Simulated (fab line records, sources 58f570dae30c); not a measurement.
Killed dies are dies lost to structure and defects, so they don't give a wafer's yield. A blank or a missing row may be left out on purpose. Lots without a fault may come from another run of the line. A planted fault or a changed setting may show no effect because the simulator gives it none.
A struck lot beside a sound one | flow berkeley_cmos170 | 14 steps out of a route of 331
Sound: wafers L350.1, L350.3, L350.4. Struck: wafers L364.1, L364.2, L364.6. The cause comes at the end.
At each step with rows: each side's tool, then ch and its chambers, then its first start. Under that, the readings that differ: sound wafers | struck wafers | difference of the means | sigmas: that difference in standard deviations of wafers without a fault.
alike: readings whose means differ by less than 2 such deviations, and words and numbers that are the same on both sides. not compared: withheld readings, readings that some wafer has no value for, bounds like >300 that may hide the same value, and numbers for which the record gives no deviation and whose values overlap.
The two part at a step that has a row with sigmas, a row that says differs or no value, or rows on one side only. Numbers that don't overlap but have no deviation are shown without sigmas and don't part them. A reading that every wafer of one side lacks parts them only if that side has two wafers or more.

first, 2 steps without rows for these wafers: UCB170_NLDD_IMPLANT_08; UCB170_NLDD_IMPLANT_09.
UCB170_NLDD_STRIP_10: strips in O2.
  sound on plasma_asher-03 ch 0,1, day 7 14:06; struck on plasma_asher-04 ch 0,1, day 10 07:04
  alike: drypump_motor_current_A, oes_product_au, strip_time_to_endpoint_s
  not compared: rf_hours_counter_h
UCB170_NLDD_TW_MEAS_11:
  sound on film_metro-03, day 7 14:12; struck on film_metro-04, day 10 07:10
  alike: NLDD_TW
then, 1 step without rows for these wafers: UCB170_NLDD_CLEAN_12 (cleans in SPM, time 600 s).
UCB170_SPACER_CVD_00: deposits SiO2 from TEOS/O2, target thk 376 nm, time 47 s.
  sound on pecvd-02 ch 0,1,2, day 7 14:59; struck on pecvd-02 ch 1,2, day 10 07:25
  alike: heater_power_w
UCB170_SPACER_THK_MEAS_01:
  sound on film_metro-01, day 7 15:02; struck on film_metro-02, day 10 07:27
  alike: SPACER_TEOS_THK
then, 1 step without rows for these wafers: UCB170_SPACER_ANNEAL_02 (time 1800 s).
UCB170_SPACER_ETCHBACK_03: etches SiO2 in CHF3/CF4/Ar, stops on Si, target depth 376 nm, time 100 s.
  sound on rie_diel-04 ch 0,2, day 7 19:02; struck on rie_diel-01 ch 0,1, day 10 09:44
  alike: drypump_motor_current_A, oes_product_au, throttle_valve_pct
  not compared: rf_hours_counter_h
then, 3 steps without rows for these wafers: UCB170_PSD_HMDS_00 (prime time 60 s); UCB170_PSD_COAT_01 (resist thk 900 nm); UCB170_PSD_SOFTBAKE_02 (time 60 s).
UCB170_PSD_EXPOSE_03: exposes mask PSELECT MOD, target cd 1200 nm.
  sound on krf_scanner-01 ch 0, day 7 20:07; struck on krf_scanner-01, day 10 10:40
  no value came back on the struck wafers for exposure_dose_mJ_cm2, focus_offset_nm (nm), reticle_temp_C (C); on the sound wafers exposure_dose_mJ_cm2 reads 31.11 31.14 31.10
  alike: mask
then, 1 step without rows for these wafers: UCB170_PSD_PEB_04.

WHERE THEY PART
Only at UCB170_PSD_EXPOSE_03, within this record.

WHY: what the simulator had put in
Skipped step whole: krf_scanner-01, from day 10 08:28 on, at UCB170_PSD_EXPOSE_03. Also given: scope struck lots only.
